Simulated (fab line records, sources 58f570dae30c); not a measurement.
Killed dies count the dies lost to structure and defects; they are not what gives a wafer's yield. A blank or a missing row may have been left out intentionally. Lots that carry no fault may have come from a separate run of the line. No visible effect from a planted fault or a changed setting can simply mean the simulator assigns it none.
fab line records	flow berkeley-cmos170
record lots=14	wafers=42	last-day=11
route steps=331 shown V1@263
lots untouched by any fault: they come from a run of this same line in which no faults occurred
start-h: hours from the record's opening day to when the first of the lot's shown wafers began	wait-h: hours from the lot's prior step to this one	" repeats the value in the row above	L1.1+2: several wafers, shown together as one row	- value missing, or start not given	* or withheld: withheld	< > ~ a bound
route shown NAME@n: a module of which the file shows steps, and the number in the route of the first	usual: mean/standard deviation of fault-free wafers	same: alike in all rows	chamber/n: place in a boat	sites: the reading at each site	_std_site: the values' standard deviation	_edge_site: inner sites' mean taken away from outer sites' mean	radius-mm: how far each site lies from the wafer's centre	mask NAME#n: copy n	behind: the most recent tool/chamber to have shaped the wafer	hold: cause of the lot's hold/its duration in hours/its outcome	device: names the non-switching transistor (n, p or np)	end of line: the same wafers' tests at the end of the route	for a step that has no rows: nothing shown but its recipe	killed: count of dies lost to structure and defects at first sort (not the wafer's yield)	map: the dies of a wafer, with x for killed, . for not killed, _ for no die there
set.NAME: the setting that was run; set.NAME@STEP: the one run at that earlier step	model.NAME: the simulator's own value behind a step, which no gauge read
route steps across a sampled set of lots; one table per step, one row per wafer
services: when a tool's chamber went out of use (start-h, in hours from the record's first day, below 0 if earlier), for how many hours, and the reason
## steps
# step UCB170_V1_EXPOSE_09
# recipe mask-id=VIA1	target-cd-nm=700	na=0.5	sigma-outer=0.6	source-shape=conventional	dose-mj=37
# usual focus-offset-nm=0.0/0.48	stage-vel-mm-s=500.04/0.24
lot.wafer	tool	chamber	start-h	wait-h	mask	focus-offset-nm	stage-vel-mm-s
L400.2	krf-scanner-02	0	139.63	0.1	VIA1#0	-0.1	500.33
L400.4	"	0	"	"	VIA1#0	-0.8	500.19
L400.6	"	0	"	"	VIA1#0	0.1	500.32
L401.1	krf-scanner-01	0	154.78	0.1	VIA1#0	0.0	500.15
L401.4	"	0	"	"	VIA1#0	0.4	500.12
L401.5	"	0	"	"	VIA1#0	0.6	499.89
L406.2	krf-scanner-02	0	168.13	0.2	VIA1#0	0.5	499.91
L406.4	"	0	"	"	VIA1#0	0.2	500.16
L406.6	"	0	"	"	VIA1#0	-0.1	499.76
L403.3	krf-scanner-01	0	168.40	0.5	VIA1#0	0.8	499.97
L403.4	"	0	"	"	VIA1#0	0.4	500.15
L403.5	"	0	"	"	VIA1#0	0.4	500.00
L402.3	krf-scanner-02	0	168.64	0.4	VIA1#0	0.7	500.22
L402.4	"	0	"	"	VIA1#0	1.0	499.64
L402.5	"	0	"	"	VIA1#0	-0.1	499.62
L405.1	krf-scanner-02	0	168.72	0.4	VIA1#0	-0.6	499.90
L405.2	"	0	"	"	VIA1#0	0.2	500.13
L405.4	"	0	"	"	VIA1#0	-0.3	500.16
L407.2	krf-scanner-02	0	173.12	0.1	VIA1#0	0.1	500.02
L407.4	"	0	"	"	VIA1#0	-0.2	500.52
L407.5	"	0	"	"	VIA1#0	-0.4	500.47
L408.2	krf-scanner-01	0	173.37	0.2	VIA1#0	0.0	500.09
L408.3	"	0	"	"	VIA1#0	-0.3	499.43
L408.6	"	0	"	"	VIA1#0	0.0	500.07
L409.1	krf-scanner-02	0	187.86	0.2	VIA1#0	-0.1	499.87
L409.3	"	0	"	"	VIA1#0	-0.4	500.21
L409.4	"	0	"	"	VIA1#0	-0.2	500.21
L412.3	krf-scanner-01	0	198.48	0.1	VIA1#0	0.2	500.14
L412.5	"	0	"	"	VIA1#0	0.0	500.38
L412.6	"	0	"	"	VIA1#0	-0.4	499.99
L413.1	krf-scanner-02	0	218.14	0.2	VIA1#0	0.9	500.10
L413.5	"	0	"	"	VIA1#0	0.2	500.09
L413.6	"	0	"	"	VIA1#0	1.2	500.05
L414.4	krf-scanner-02	0	218.32	0.3	VIA1#0	-0.2	500.20
L414.5	"	0	"	"	VIA1#0	0.1	500.05
L414.6	"	0	"	"	VIA1#0	0.1	500.35
L418.3	krf-scanner-01	0	242.66	0.2	VIA1#0	0.8	500.05
L418.4	"	0	"	"	VIA1#0	0.6	500.00
L418.5	"	0	"	"	VIA1#0	-0.1	499.95
L419.1	krf-scanner-01	0	251.50	0.1	VIA1#0	1.0	499.76
L419.4	"	0	"	"	VIA1#0	-0.2	500.29
L419.5	"	0	"	"	VIA1#0	-0.1	499.84
# step UCB170_V1_CD_MEAS_12
# recipe target-cd-nm=700
# usual cd-nm=700.4/1.5
lot.wafer	tool	chamber	start-h	wait-h	cd-nm
L400.2	cd-sem-01	-	140.07	-	699.5
L400.4	"	-	"	"	700.6
L400.6	"	-	"	"	700.9
L401.1	cd-sem-02	-	155.17	-	698.3
L401.4	"	-	"	"	698.5
L401.5	"	-	"	"	699.6
L406.2	cd-sem-01	-	168.53	-	703.3
L406.4	"	-	"	"	702.3
L406.6	"	-	"	"	704.5
L403.3	cd-sem-01	-	168.79	-	700.6
L403.4	"	-	"	"	701.9
L403.5	"	-	"	"	701.1
L402.3	cd-sem-02	-	169.10	-	700.1
L402.4	"	-	"	"	700.1
L402.5	"	-	"	"	700.6
L405.1	cd-sem-01	-	169.11	-	697.9
L405.2	"	-	"	"	698.5
L405.4	"	-	"	"	698.8
L407.2	cd-sem-02	-	174.09	-	699.6
L407.4	"	-	"	"	700.4
L407.5	"	-	"	"	701.0
L408.2	cd-sem-01	-	174.29	-	700.8
L408.3	"	-	"	"	701.1
L408.6	"	-	"	"	699.5
L409.1	cd-sem-01	-	188.25	-	701.4
L409.3	"	-	"	"	701.9
L409.4	"	-	"	"	702.2
L412.3	cd-sem-01	-	199.06	-	700.8
L412.5	"	-	"	"	700.2
L412.6	"	-	"	"	701.3
L413.1	cd-sem-02	-	219.02	-	711.9
L413.5	"	-	"	"	703.9
L413.6	"	-	"	"	707.5
L414.4	cd-sem-02	-	219.25	-	705.5
L414.5	"	-	"	"	706.7
L414.6	"	-	"	"	704.0
L418.3	cd-sem-02	-	243.28	-	699.8
L418.4	"	-	"	"	700.2
L418.5	"	-	"	"	699.7
L419.1	cd-sem-02	-	252.15	-	701.0
L419.4	"	-	"	"	701.3
L419.5	"	-	"	"	701.8
## services
tool	chamber	start-h	hours	kind
krf-scanner-02	-	116.47	4.0	pm
krf-scanner-02	-	141.03	1.3	pm
krf-scanner-02	-	151.85	0.8	pm
krf-scanner-01	-	155.25	4.4	pm
krf-scanner-01	-	189.93	1.0	pm
krf-scanner-02	-	192.49	1.0	repair
krf-scanner-02	-	206.76	3.6	pm
krf-scanner-01	0	214.46	-	calibration
krf-scanner-02	0	224.21	-	calibration
krf-scanner-01	-	230.94	1.0	repair
krf-scanner-01	-	236.47	1.3	pm
krf-scanner-02	-	243.91	1.0	pm
## key
first-sign step=UCB170_V1_CD_MEAS_12	reading=cd-nm	direction=up	sigmas=4.3	usual=700.4	struck=706.6
effect none on later readings
met-at UCB170_V1_EXPOSE_09
struck-lots L413,L414
onset-between 187.86 218.14
fault kind=process-parameter-drift	tool=krf-scanner-02	chamber=-	onset-h=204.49	steps=UCB170_V1_EXPOSE_09	channel=focus-nm	offset=297.23	spread-by-wafer=0.3	shape=step	end-h=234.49
